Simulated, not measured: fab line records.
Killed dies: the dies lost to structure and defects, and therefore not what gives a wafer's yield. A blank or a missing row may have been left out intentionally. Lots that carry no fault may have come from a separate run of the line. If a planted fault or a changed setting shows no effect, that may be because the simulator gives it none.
fab line records	flow berkeleyCmos170
record: lots: 14	wafers: 42	lastDay: 14
route steps=331 shown PSD@176
lots with no fault: from the same line, run without faults
startH: hours from the record's first day to the start of the lot's first wafer shown	waitH: hours since the lot's step before	" the same as in the row above	L1.1+2: one row covering several wafers at once	- no value, or no start was given	* or withheld: withheld	< > ~ a bound
route shown NAME@n: NAME is a module with steps in the file, n the number in the route of the first one	usual: the fault-free wafers' mean and standard deviation	same: alike in all rows	chamber/n: place in a boat	sites: per-site readings	_std_site: standard deviation across them	_edge_site: outer sites' mean less inner sites'	radiusMm: for every site, how far away it sits from the centre of the wafer	mask NAME#n: copy n	behind: the last tool/chamber to shape the wafer	hold: the reason the lot was held/the length of the hold in hours/how it ended	device: transistor that didn't switch, given as n, p or np	end of line: at the end of the route, the tests of the same wafers	where a step has no rows: the recipe by itself	killed: the dies lost at the first sort to structure and to defects; this is not the yield of the wafer	map: dies across one wafer; x = killed, . = not, _ = none there
set.NAME: the setting as run; set.NAME@STEP: as run at that earlier step	model.NAME: the simulator's own value behind a step, which no gauge read
a sample of lots followed through the steps of the route, with each step as a table and each wafer as a row
services: from which hour (startH, from the record's first day; less than 0 if before it) a tool's chamber was out of use, for how many hours, and why
== steps ==
step: UCB170_PSD_COAT_01
recipe: resist: KrF	spinRpm: 1500	resistThkNm: 900
usual: spinSpeedRpm: 1499.8/1
lot.wafer	tool	chamber	startH	waitH	spinSpeedRpm
L840.1	lithoTrack-03	0	170.56	0.1	1497.0
L840.3	"	0	"	"	1498.9
L840.4	"	0	"	"	1498.6
L841.1	lithoTrack-01	0	186.35	0.1	1500.3
L841.4	"	0	"	"	1501.4
L841.6	"	0	"	"	1499.9
L842.2	lithoTrack-03	0	186.38	0.1	1499.4
L842.3	"	0	"	"	1499.8
L842.4	"	0	"	"	1499.0
L844.2	lithoTrack-04	0	186.38	0.1	1499.1
L844.5	"	0	"	"	1497.7
L844.6	"	0	"	"	1498.8
L847.2	lithoTrack-03	0	203.08	0.1	1500.6
L847.3	"	0	"	"	1500.9
L847.4	"	0	"	"	1502.0
L846.1	lithoTrack-01	0	203.40	0.1	1500.4
L846.2	"	0	"	"	1500.4
L846.3	"	0	"	"	1500.0
L845.4	lithoTrack-03	0	203.58	0.1	1499.6
L845.5	"	0	"	"	1499.6
L845.6	"	0	"	"	1499.3
L853.1	lithoTrack-04	0	239.31	0.1	1973.3
L853.2	"	0	"	"	1972.3
L853.5	"	0	"	"	1973.1
L854.1	lithoTrack-04	0	244.40	0.1	1972.4
L854.2	"	0	"	"	1972.4
L854.6	"	0	"	"	1972.5
L857.1	lithoTrack-01	0	244.58	0.1	1498.6
L857.5	"	0	"	"	1499.2
L857.6	"	0	"	"	1500.3
L858.4	lithoTrack-01	0	272.29	0.1	1499.7
L858.5	"	0	"	"	1499.0
L858.6	"	0	"	"	1500.2
L861.2	lithoTrack-03	0	272.44	0.1	1498.1
L861.3	"	0	"	"	1496.9
L861.4	"	0	"	"	1498.4
L860.1	lithoTrack-01	0	272.66	0.1	1501.1
L860.2	"	0	"	"	1499.0
L860.4	"	0	"	"	1499.3
L863.1	lithoTrack-01	0	289.52	0.1	1499.9
L863.2	"	0	"	"	1500.3
L863.5	"	0	"	"	1500.0
step: UCB170_PSD_CD_MEAS_06
recipe: targetCdNm: 1200
usual: cdNm: 1199.6/1.3
lot.wafer	tool	chamber	startH	waitH	cdNm
L840.1	cdSem-01	-	171.43	-	1196.9
L840.3	"	-	"	"	1198.3
L840.4	"	-	"	"	1195.2
L841.1	cdSem-01	-	187.17	-	1198.7
L841.4	"	-	"	"	1198.3
L841.6	"	-	"	"	1200.4
L844.2	cdSem-02	-	187.30	-	1200.3
L844.5	"	-	"	"	1200.5
L844.6	"	-	"	"	1200.8
L842.2	cdSem-01	-	187.55	-	1197.8
L842.3	"	-	"	"	1200.1
L842.4	"	-	"	"	1199.2
L847.2	cdSem-02	-	204.58	-	1198.0
L847.3	"	-	"	"	1199.0
L847.4	"	-	"	"	1198.3
L846.1	cdSem-02	-	204.70	-	1200.7
L846.2	"	-	"	"	1201.2
L846.3	"	-	"	"	1199.3
L845.4	cdSem-02	-	205.24	-	1199.7
L845.5	"	-	"	"	1199.7
L845.6	"	-	"	"	1200.5
L853.1	cdSem-02	-	240.13	-	1207.2
L853.2	"	-	"	"	1207.2
L853.5	"	-	"	"	1207.4
L854.1	cdSem-02	-	245.43	-	1205.3
L854.2	"	-	"	"	1205.9
L854.6	"	-	"	"	1205.5
L857.1	cdSem-02	-	245.98	-	1201.2
L857.5	"	-	"	"	1198.3
L857.6	"	-	"	"	1200.1
L858.4	cdSem-02	-	273.95	-	1201.3
L858.5	"	-	"	"	1202.5
L858.6	"	-	"	"	1202.2
L861.2	cdSem-02	-	274.18	-	1200.0
L861.3	"	-	"	"	1199.6
L861.4	"	-	"	"	1201.7
L860.1	cdSem-02	-	274.28	-	1200.4
L860.2	"	-	"	"	1200.5
L860.4	"	-	"	"	1199.5
L863.1	cdSem-01	-	290.60	-	1200.0
L863.2	"	-	"	"	1199.9
L863.5	"	-	"	"	1198.7
step: UCB170_PSD_STRIP_09
recipe: chemistry: O2	powerW: 400	pressureMtorr: 3500	platenTempC: withheld	o2FlowSccm: 400	overashFraction: 0.5
usual: drypumpMotorCurrentA: 5.7/0.51	oesProductAu: 0.601/0.0048	stripTimeToEndpointS: 29.43/0.073
lot.wafer	tool	chamber	startH	waitH	drypumpMotorCurrentA	oesProductAu	rfHoursCounterH	stripTimeToEndpointS
L840.1	plasmaAsher-03	0	171.73	0.1	6.2	0.595	43	29.47
L840.3	"	0	"	"	6.1	0.599	-	29.43
L840.4	"	1	"	"	4.9	0.602	-	29.50
L841.1	plasmaAsher-02	1	187.47	0.1	5.9	0.604	7	29.38
L841.4	"	1	"	"	5.9	0.600	-	29.48
L841.6	"	1	"	"	5.8	0.603	-	29.43
L844.2	plasmaAsher-01	1	187.59	0.1	6.0	0.600	44	29.52
L844.5	"	0	"	"	6.1	0.602	-	29.43
L844.6	"	1	"	"	6.0	0.591	-	29.52
L842.2	plasmaAsher-02	0	187.83	0.1	5.0	0.601	7	29.41
L842.3	"	1	"	"	5.8	0.604	-	29.44
L842.4	"	0	"	"	5.0	0.606	-	29.41
L847.2	plasmaAsher-01	0	204.87	0.1	6.1	0.601	45	29.33
L847.3	"	1	"	"	6.0	0.606	-	29.34
L847.4	"	0	"	"	6.1	0.601	-	29.35
L846.1	plasmaAsher-03	1	205.01	0.1	4.9	0.600	46	29.40
L846.2	"	0	"	"	6.1	0.604	46	29.36
L846.3	"	1	"	"	4.9	0.601	-	29.41
L845.4	plasmaAsher-02	1	205.52	0.1	5.8	0.598	-	29.36
L845.5	"	0	"	"	5.0	0.604	-	29.36
L845.6	"	1	"	"	5.8	0.600	-	29.38
L853.1	plasmaAsher-03	1	240.43	0.1	4.9	0.594	50	26.57
L853.2	"	0	"	"	6.1	0.587	50	26.63
L853.5	"	1	"	"	4.9	0.583	-	26.59
L854.1	plasmaAsher-01	0	245.74	0.1	6.1	0.587	50	26.62
L854.2	"	1	"	"	6.0	0.588	50	26.64
L854.6	"	1	"	"	6.0	0.590	-	26.68
L857.1	plasmaAsher-01	0	246.28	0.1	6.1	0.601	50	29.42
L857.5	"	1	"	"	6.0	0.593	-	29.39
L857.6	"	0	"	"	6.1	0.596	-	29.37
L858.4	plasmaAsher-02	1	274.23	0.1	5.9	0.598	-	29.44
L858.5	"	0	"	"	5.0	0.602	-	29.33
L858.6	"	1	"	"	5.9	0.604	-	29.41
L861.2	plasmaAsher-03	1	274.47	0.1	4.9	0.603	54	29.40
L861.3	"	0	"	"	6.1	0.604	-	29.51
L861.4	"	1	"	"	4.9	0.604	-	29.37
L860.1	plasmaAsher-02	1	274.59	0.1	5.8	0.598	17	29.52
L860.2	"	0	"	"	5.0	0.602	17	29.53
L860.4	"	0	"	"	5.0	0.603	-	29.62
L863.1	plasmaAsher-03	0	290.91	0.1	6.1	0.594	56	29.51
L863.2	"	1	"	"	4.9	0.604	56	29.45
L863.5	"	1	"	"	4.9	0.602	-	29.49
== services ==
tool	chamber	startH	hours	kind
plasmaAsher-01	-	221.08	0.8	repair
plasmaAsher-03	-	227.82	2.5	repair
plasmaAsher-02	-	228.72	2.8	pm
== key ==
firstSign: step: UCB170_PSD_COAT_01	reading: spinSpeedRpm	direction: up	sigmas: 99+	usual: 1499.8	struck: 1972.7
effect: step: UCB170_PSD_CD_MEAS_06	reading: cdNm	direction: up	sigmas: 5.1	usual: 1199.6	struck: 1206.4
effect: step: UCB170_PSD_STRIP_09	reading: stripTimeToEndpointS	direction: down	sigmas: 39	usual: *	struck: *
metAt UCB170_PSD_COAT_01
struckLots L853,L854
testerLeftOut L853,L854
onsetBetween 186.38 239.31
fault: kind: processParameterDrift	tool: lithoTrack-04	chamber: -	onsetH: 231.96	steps: UCB170_PSD_COAT_01	channel: spinRpm	offset: 473.62	shape: step	endH: 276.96	actsIn: theseRecipesOnly	stated: 1500
testerLeftOut: of these lots the tester's yield and bins aren't shown, on N5 and GAA mostly nor the transistor test; their killed dies are dies lost to structure and defects alone, not to doping, threshold or leakage, so they don't give the yield
